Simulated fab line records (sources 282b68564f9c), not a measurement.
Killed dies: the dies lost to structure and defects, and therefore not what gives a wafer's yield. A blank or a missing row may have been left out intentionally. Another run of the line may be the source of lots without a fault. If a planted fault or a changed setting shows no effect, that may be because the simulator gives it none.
fab line records    flow rit_cmos
record lots=15  wafers=45  last_day=7
route steps=202 shown NWELL@34 PWELL@49 PRETRO@67
lots with no fault: from the same line, run without faults
start_h: start of the lot's first displayed wafer, in hours after the record's first day    wait_h: hours elapsed since this lot's preceding step    " repeats the value in the row above    L1.1+2: a row that stands for several wafers    - no value present, or no start provided    * or withheld: withheld    < > ~ a bound
route shown NAME@n: NAME is a module with steps in the file, n the number in the route of the first one    usual: mean/standard deviation taken from wafers without a fault    same: alike in all rows    chamber/n: place in a boat    sites: each site's reading    _std_site: the values' standard deviation    _edge_site: outer sites' mean less inner sites'    radius_mm: for every site, how far away it sits from the centre of the wafer    mask NAME#n: copy n    behind: the tool/chamber that last shaped the wafer    hold: why the lot went on hold/how many hours it stayed there/how the hold came to an end    device: names the non-switching transistor (n, p or np)    end of line: at the end of the route, the tests of the same wafers    a step with no rows: only its recipe    killed: the dies lost at the first sort to structure and to defects; this is not the yield of the wafer    map: shows each die of a wafer: x if killed, . if not, _ if none is there
set.NAME: the setting the step ran with; set.NAME@STEP: the setting that earlier step ran with    model.NAME: the simulator's own value behind a step, which no gauge read
one table for each step of the route and one row for each wafer, over a sample of lots
services: when a tool's chamber went out of use (start_h, in hours from the record's first day, below 0 if earlier), for how many hours, and the reason
## steps
# step RIT_NWELL_OVL_MEAS_06
# usual NWELL_OVL=0.5/1.4
lot.wafer  tool        chamber  start_h  wait_h  NWELL_OVL[nm]
L320.1     overlay-01  -        32.56    -       1.7
L320.3     "           -        "        "       2.7
L320.5     "           -        "        "       2.5
L321.2     overlay-02  -        38.03    -       -0.5
L321.3     "           -        "        "       0.5
L321.6     "           -        "        "       -0.6
L323.1     overlay-01  -        47.27    -       -0.7
L323.2     "           -        "        "       -0.2
L323.6     "           -        "        "       1.0
L324.4     overlay-01  -        51.39    -       2.1
L324.5     "           -        "        "       2.0
L324.6     "           -        "        "       2.9
L325.1     overlay-02  -        60.50    -       -3.0
L325.3     "           -        "        "       -2.2
L325.6     "           -        "        "       -0.9
L326.2     overlay-02  -        63.51    -       0.5
L326.5     "           -        "        "       -0.6
L326.6     "           -        "        "       -0.7
L328.4     overlay-01  -        72.71    -       1.5
L328.5     "           -        "        "       2.3
L328.6     "           -        "        "       2.8
L330.1     overlay-01  -        81.06    -       1.6
L330.5     "           -        "        "       2.9
L330.6     "           -        "        "       2.6
L332.1     overlay-01  -        91.89    -       -1.2
L332.3     "           -        "        "       0.1
L332.4     "           -        "        "       1.4
L334.1     overlay-02  -        102.45   -       1.7
L334.3     "           -        "        "       1.0
L334.4     "           -        "        "       0.5
L335.2     overlay-01  -        108.22   -       -0.4
L335.4     "           -        "        "       -0.6
L335.5     "           -        "        "       -0.1
L336.1     overlay-02  -        112.92   -       -0.4
L336.2     "           -        "        "       1.5
L336.4     "           -        "        "       1.5
L337.2     overlay-02  -        119.82   -       -0.7
L337.3     "           -        "        "       -1.1
L337.4     "           -        "        "       -1.4
L340.1     overlay-02  -        131.62   -       -1.0
L340.2     "           -        "        "       1.0
L340.6     "           -        "        "       -0.9
L341.2     overlay-02  -        138.76   -       1.9
L341.3     "           -        "        "       0.0
L341.4     "           -        "        "       1.1
# step RIT_PWELL_TW_MEAS_10
# usual PWELL_TW=950/5.6
lot.wafer  tool           chamber  start_h  wait_h  PWELL_TW
L320.1     film_metro-02  -        34.72    0.1     950
L320.3     "              -        "        "       949
L320.5     "              -        "        "       943
L321.2     film_metro-03  -        40.20    0.1     955
L321.3     "              -        "        "       951
L321.6     "              -        "        "       953
L323.1     film_metro-03  -        49.55    0.1     942
L323.2     "              -        "        "       942
L323.6     "              -        "        "       941
L324.4     film_metro-01  -        53.69    0.1     947
L324.5     "              -        "        "       945
L324.6     "              -        "        "       949
L325.1     film_metro-02  -        62.79    0.1     963
L325.3     "              -        "        "       953
L325.6     "              -        "        "       957
L326.2     film_metro-02  -        65.80    0.1     954
L326.5     "              -        "        "       960
L326.6     "              -        "        "       956
L328.4     film_metro-02  -        75.19    0.1     952
L328.5     "              -        "        "       959
L328.6     "              -        "        "       961
L330.1     film_metro-01  -        83.47    0.1     951
L330.5     "              -        "        "       945
L330.6     "              -        "        "       948
L332.1     film_metro-01  -        94.05    0.1     951
L332.3     "              -        "        "       950
L332.4     "              -        "        "       957
L334.1     film_metro-03  -        104.73   0.1     954
L334.3     "              -        "        "       950
L334.4     "              -        "        "       951
L335.2     film_metro-01  -        110.51   0.1     950
L335.4     "              -        "        "       951
L335.5     "              -        "        "       951
L336.1     film_metro-03  -        115.08   0.1     948
L336.2     "              -        "        "       942
L336.4     "              -        "        "       948
L337.2     film_metro-03  -        122.11   0.1     944
L337.3     "              -        "        "       940
L337.4     "              -        "        "       949
L340.1     film_metro-03  -        133.78   0.1     948
L340.2     "              -        "        "       949
L340.6     "              -        "        "       950
L341.2     film_metro-01  -        140.98   0.1     941
L341.3     "              -        "        "       945
L341.4     "              -        "        "       948
# step RIT_PRETRO_EXPOSE_03
# recipe mask_id=M5  na=0.57  target_cd_nm=43700  dose_mj=250
# usual exposure_dose_mJ_cm2=249.99/0.25  focus_offset_nm=0.0/0.57
lot.wafer  tool              chamber  start_h  wait_h  mask  exposure_dose_mJ_cm2  focus_offset_nm
L320.1     iline_stepper-02  0        43.89    0.1     M5#0  250.10                0.6
L320.3     "                 0        "        "       M5#0  250.26                0.2
L320.5     "                 0        "        "       M5#0  249.97                0.1
L321.2     iline_stepper-01  0        49.13    0.2     M5#0  249.95                -0.3
L321.3     "                 0        "        "       M5#0  249.96                -1.0
L321.6     "                 0        "        "       M5#0  250.01                -0.5
L323.1     iline_stepper-01  0        57.18    0.2     M5#0  249.86                1.3
L323.2     "                 0        "        "       M5#0  250.23                0.8
L323.6     "                 0        "        "       M5#0  250.19                0.2
L324.4     iline_stepper-01  0        61.19    0.1     M5#0  249.79                -0.7
L324.5     "                 0        "        "       M5#0  249.82                -0.5
L324.6     "                 0        "        "       M5#0  249.82                -0.5
L325.1     iline_stepper-02  0        71.39    0.2     M5#0  249.84                0.5
L325.3     "                 0        "        "       M5#0  249.90                0.9
L325.6     "                 0        "        "       M5#0  249.91                -0.8
L326.2     iline_stepper-01  0        76.03    0.2     M5#0  250.39                0.6
L326.5     "                 0        "        "       M5#0  249.88                1.5
L326.6     "                 0        "        "       M5#0  250.17                0.6
L328.4     iline_stepper-02  0        82.85    0.2     M5#0  250.04                -0.1
L328.5     "                 0        "        "       M5#0  249.70                0.2
L328.6     "                 0        "        "       M5#0  250.28                0.1
L330.1     iline_stepper-01  0        91.74    0.1     M5#0  250.31                -0.5
L330.5     "                 0        "        "       M5#0  250.42                0.1
L330.6     "                 0        "        "       M5#0  249.96                -0.6
L332.1     iline_stepper-01  0        101.68   0.2     M5#0  249.52                -0.4
L332.3     "                 0        "        "       M5#0  249.70                -0.8
L332.4     "                 0        "        "       M5#0  249.85                -0.9
L334.1     iline_stepper-02  0        112.54   0.1     M5#0  250.22                -0.5
L334.3     "                 0        "        "       M5#0  249.94                -0.8
L334.4     "                 0        "        "       M5#0  250.08                -0.5
L335.2     iline_stepper-02  -        117.92   0.1     M5#0  -                     -
L335.4     "                 -        "        "       M5#0  -                     -
L335.5     "                 -        "        "       M5#0  -                     -
L336.1     iline_stepper-02  -        122.63   0.1     M5#0  -                     -
L336.2     "                 -        "        "       M5#0  -                     -
L336.4     "                 -        "        "       M5#0  -                     -
L337.2     iline_stepper-02  -        129.67   0.1     M5#0  -                     -
L337.3     "                 -        "        "       M5#0  -                     -
L337.4     "                 -        "        "       M5#0  -                     -
L340.1     iline_stepper-02  0        141.29   0.2     M5#0  250.00                0.3
L340.2     "                 0        "        "       M5#0  249.93                -0.3
L340.6     "                 0        "        "       M5#0  250.11                -0.3
L341.2     iline_stepper-02  0        149.36   0.1     M5#0  249.99                -0.1
L341.3     "                 0        "        "       M5#0  249.76                0.0
L341.4     "                 0        "        "       M5#0  250.40                0.1
# step RIT_PRETRO_OVL_MEAS_06
# usual PRETRO_OVL=-0.1/1.2
lot.wafer  tool        chamber  start_h  wait_h  PRETRO_OVL[nm]
L320.1     overlay-01  -        44.32    -       -0.8
L320.3     "           -        "        "       1.0
L320.5     "           -        "        "       1.3
L321.2     overlay-02  -        49.55    -       0.8
L321.3     "           -        "        "       -1.5
L321.6     "           -        "        "       -1.4
L323.1     overlay-02  -        57.61    -       0.0
L323.2     "           -        "        "       -1.4
L323.6     "           -        "        "       1.2
L324.4     overlay-01  -        61.58    -       1.0
L324.5     "           -        "        "       -0.9
L324.6     "           -        "        "       0.7
L325.1     overlay-01  -        71.82    -       -2.1
L325.3     "           -        "        "       0.8
L325.6     "           -        "        "       -0.2
L326.2     overlay-02  -        76.44    -       0.4
L326.5     "           -        "        "       0.2
L326.6     "           -        "        "       -1.4
L328.4     overlay-02  -        83.24    -       -0.3
L328.5     "           -        "        "       -0.6
L328.6     "           -        "        "       -1.4
L330.1     overlay-02  -        92.17    -       -0.1
L330.5     "           -        "        "       3.0
L330.6     "           -        "        "       0.7
L332.1     overlay-01  -        102.11   -       0.5
L332.3     "           -        "        "       0.1
L332.4     "           -        "        "       0.5
L334.1     overlay-01  -        112.97   -       -0.7
L334.3     "           -        "        "       -1.0
L334.4     "           -        "        "       -2.2
L335.2     overlay-02  -        118.34   -       -
L335.4     "           -        "        "       -
L335.5     "           -        "        "       -
L336.1     overlay-02  -        123.06   -       -
L336.2     "           -        "        "       -
L336.4     "           -        "        "       -
L337.2     overlay-02  -        130.22   -       -
L337.3     "           -        "        "       -
L337.4     "           -        "        "       -
L340.1     overlay-01  -        141.72   -       -1.9
L340.2     "           -        "        "       -2.3
L340.6     "           -        "        "       -2.2
L341.2     overlay-02  -        149.77   -       0.0
L341.3     "           -        "        "       0.1
L341.4     "           -        "        "       1.4
## services
tool              chamber  start_h  hours  kind
iline_stepper-02  0        39.55    -      calibration
iline_stepper-02  -        72.14    4.4    pm
iline_stepper-02  -        102.30   0.7    repair
## key
first_sign step=RIT_PRETRO_EXPOSE_03  reading=tool_record  direction=missing
effect none on later readings
met_at RIT_PRETRO_EXPOSE_03
struck_lots L335,L336,L337
sort_left_out L335.2,L335.4,L335.5,L336.1,L336.2,L336.4,L337.2,L337.3,L337.4
tester_left_out L335,L336,L337
not_acting_at RIT_NWELL_OVL_MEAS_06,RIT_PWELL_TW_MEAS_10,RIT_PRETRO_OVL_MEAS_06
onset_between 112.54 117.92
fault kind=skipped_step_whole  tool=iline_stepper-02  chamber=-  onset_h=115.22  steps=RIT_PRETRO_EXPOSE_03  scope=struck_lots_only
# tester_left_out: of these lots the tester's yield and bins aren't shown, on N5 and GAA mostly nor the transistor test; their killed dies are dies lost to structure and defects alone, not to doping, threshold or leakage, so they don't give the yield
# sort_left_out: the simulated sort isn't trusted on such a fault, so these wafers' sort isn't shown, and their yield isn't known
